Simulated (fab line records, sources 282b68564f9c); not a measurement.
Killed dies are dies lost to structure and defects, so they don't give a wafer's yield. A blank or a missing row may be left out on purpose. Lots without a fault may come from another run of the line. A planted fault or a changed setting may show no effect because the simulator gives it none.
A struck lot beside a sound one | flow rit_cmos | 17 steps out of a route of 202
Sound: wafers L142.4, L142.5, L142.6. Struck: wafers L151.1, L151.3, L151.6. The cause comes at the end.
At each step with rows: each side's tool, then ch and its chambers, then its first start. Under that, the readings that differ: sound wafers | struck wafers | difference of the means | sigmas: that difference in standard deviations of wafers without a fault.
alike: readings whose means differ by less than 2 such deviations, and words and numbers that are the same on both sides. not compared: withheld readings, readings that some wafer has no value for, bounds like >300 that may hide the same value, and numbers for which the record gives no deviation and whose values overlap.
The two part at a step that has a row with sigmas, a row that says differs or no value, or rows on one side only. Numbers that don't overlap but have no deviation are shown without sigmas and don't part them. A reading that every wafer of one side lacks parts them only if that side has two wafers or more.

RIT_NWELL_TW_MEAS_10:
  sound on film_metro-03, day 2 08:10; struck on film_metro-01, day 4 06:46
  reading  | sound          | struck         | difference | sigmas
  NWELL_TW | 2184 2198 2191 | 2157 2137 2155 | -41        | -2
then, 6 steps without rows for these wafers: RIT_PWELL_HMDS_00 (prime time 60 s); RIT_PWELL_COAT_01 (resist thk 1300 nm); RIT_PWELL_SOFTBAKE_02 (time 60 s); RIT_PWELL_EXPOSE_03 (exposes mask M3, target cd 43700 nm); RIT_PWELL_PEB_04; RIT_PWELL_DEVELOP_05 (develop time 68 s).
RIT_PWELL_OVL_MEAS_06:
  sound on overlay-02, day 2 09:13; struck on overlay-01, day 4 07:43
  alike: PWELL_OVL
then, 2 steps without rows for these wafers: RIT_PWELL_HARDBAKE_07 (time 120 s); RIT_PWELL_IMPLANT_08.
RIT_PWELL_STRIP_09: strips in O2, time 180 s.
  sound on plasma_asher-03 ch 0,1, day 2 09:41; struck on plasma_asher-01 ch 0,1, day 4 08:09
  alike: drypump_motor_current_A
  not compared: rf_hours_counter_h
RIT_PWELL_TW_MEAS_10:
  sound on film_metro-04, day 2 09:50; struck on film_metro-01, day 4 08:20
  reading  | sound       | struck      | difference | sigmas
  PWELL_TW | 981 974 977 | 954 953 958 | -22        | -2
RIT_WELLDRIVE_ANNEAL_00: time 14700 s.
  sound on furnace-01 ch 0, day 2 10:44; struck on furnace-01 ch 0, day 4 08:24
  reading          | sound             | struck         | difference | sigmas
  run_length_s (s) | 18270 18270 18270 | 9452 9452 9452 | -8818      | -99 or more
RIT_WELLDRIVE_RS_MEAS_01: measures by four-point-probe.
  sound on film_metro-01, day 2 15:53; struck on film_metro-04, day 4 13:29
  reading           | sound             | struck            | difference | sigmas
  NWELL_RS (ohm/sq) | 274.0 274.4 273.3 | 322.0 322.3 322.6 | +48.4      | +59
RIT_WELLDRIVE_RS_MEAS_02: measures by four-point-probe.
  sound on film_metro-01, day 2 16:00; struck on film_metro-04, day 4 13:36
  reading           | sound             | struck            | difference | sigmas
  PWELL_RS (ohm/sq) | 428.1 427.6 429.2 | 473.6 476.0 472.9 | +45.9      | +42
then, 1 step without rows for these wafers: RIT_NRETRO_HMDS_00 (prime time 60 s).
RIT_M1_PROBE_99:
  sound on prober-01, day 3 21:46; struck on prober-02, day 5 23:51
  reading                             | sound             | struck            | difference | sigmas
  model.etest.pmos_0p3.r_on_ohm_um    | 6218 6162 6114    | 6814 6799 7038    | +719       |
  model.etest.pmos_turned.r_on_ohm_um | 3365 3328 3314    | 3878 3842 4039    | +584       |
  model.etest.pmos_0p15.r_on_ohm_um   | 2671 2644 2645    | 3021 3053 3138    | +417       |
  model.etest.nwell_pinched.rs_ohm_sq | 338 335.8 332.1   | 428.9 410.5 430.6 | +88.0      |
  model.etest.pwell_pinched.rs_ohm_sq | 462.9 460.9 457.3 | 503.7 503.1 507   | +44.2      |
  model.etest.pwell.rs_ohm_sq         | 409.1 413.3 418.1 | 460.3 465.8 459.1 | +48.2      |
  model.etest.nmos_0p3.r_on_ohm_um    | 2150 2130 2123    | 2198 2157 2254    | +69        |
  model.etest.pmos_0p15.drive_ua_um   | 267.3 266.3 265.6 | 223.3 221.9 212   | -47.3      |
  alike: killed_at_front_end, killed_dies, killed_open, killed_short

WHERE THEY PART
First at RIT_NWELL_TW_MEAS_10; last, within this record, at RIT_WELLDRIVE_RS_MEAS_02. Later steps at which nothing parts them and some readings are alike: RIT_M1_PROBE_99.

WHY: what the simulator had put in
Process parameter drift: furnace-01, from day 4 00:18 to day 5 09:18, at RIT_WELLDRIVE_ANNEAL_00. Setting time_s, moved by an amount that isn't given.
